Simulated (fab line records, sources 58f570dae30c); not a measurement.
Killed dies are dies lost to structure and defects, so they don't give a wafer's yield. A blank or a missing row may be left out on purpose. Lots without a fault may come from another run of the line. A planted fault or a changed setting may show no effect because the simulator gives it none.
Chamber matching | flow berkeley_cmos170 | UCB170_PWELL_ETCH_14 on rie_diel-04: 4 sister chambers
The step etches Si3N4 in CH3F/Ar/O2, stops on SiO2, target depth 242 nm, time 151 s. 8 wafers are shown with their chamber, then 7 later ones without.

WAFERS WITH THEIR CHAMBER
wafer  | chamber | drypump_motor_current_A (A) | throttle_valve_pct (%)
L767.2 | 2       | 4.7                         | 7.99
L767.6 | 2       | 4.8                         | 8.00
L768.2 | 3       | 5.9                         | 8.03
L772.1 | 0       | 6.4                         | 8.32
L772.4 | 1       | 5.8                         | 7.80
L772.6 | 3       | 5.9                         | 8.03
L779.1 | 1       | 5.8                         | 7.82
L779.2 | 0       | 6.4                         | 8.31

WAFERS WITHOUT THEIR CHAMBER
wafer  | drypump_motor_current_A (A) | throttle_valve_pct (%)
L779.3 | 4.7                         | 8.00
L784.2 | 5.9                         | 8.01
L784.3 | 4.7                         | 7.99
L784.6 | 6.4                         | 8.32
L786.2 | 5.9                         | 8.01
L786.3 | 5.8                         | 7.81
L786.4 | 4.7                         | 8.00

WHICH CHAMBER EACH WENT THROUGH
wafer  | from the rows above | in truth
L779.3 | 2                   | 2
L784.2 | 3                   | 3
L784.3 | 2                   | 2
L784.6 | 0                   | 0
L786.2 | 3                   | 3
L786.3 | 1                   | 1
L786.4 | 2                   | 2
Placed correctly: 7 of 7. Can't be placed from these rows: 0. Placed wrongly: 0.
How it was worked out, from the rows above alone: a wafer's distance from a chamber is the root of the sum, over the readings, of the square of ((its reading less the chamber's mean) divided by the reading's scatter). The wafer belongs to the nearest chamber; if the next one is less than 2 further off, it can't be placed. A chamber's mean is the mean of its shown wafers. The scatter: the root of (the sum of the squares of (reading less its chamber's mean) over the shown wafers, divided by (wafers less chambers)).
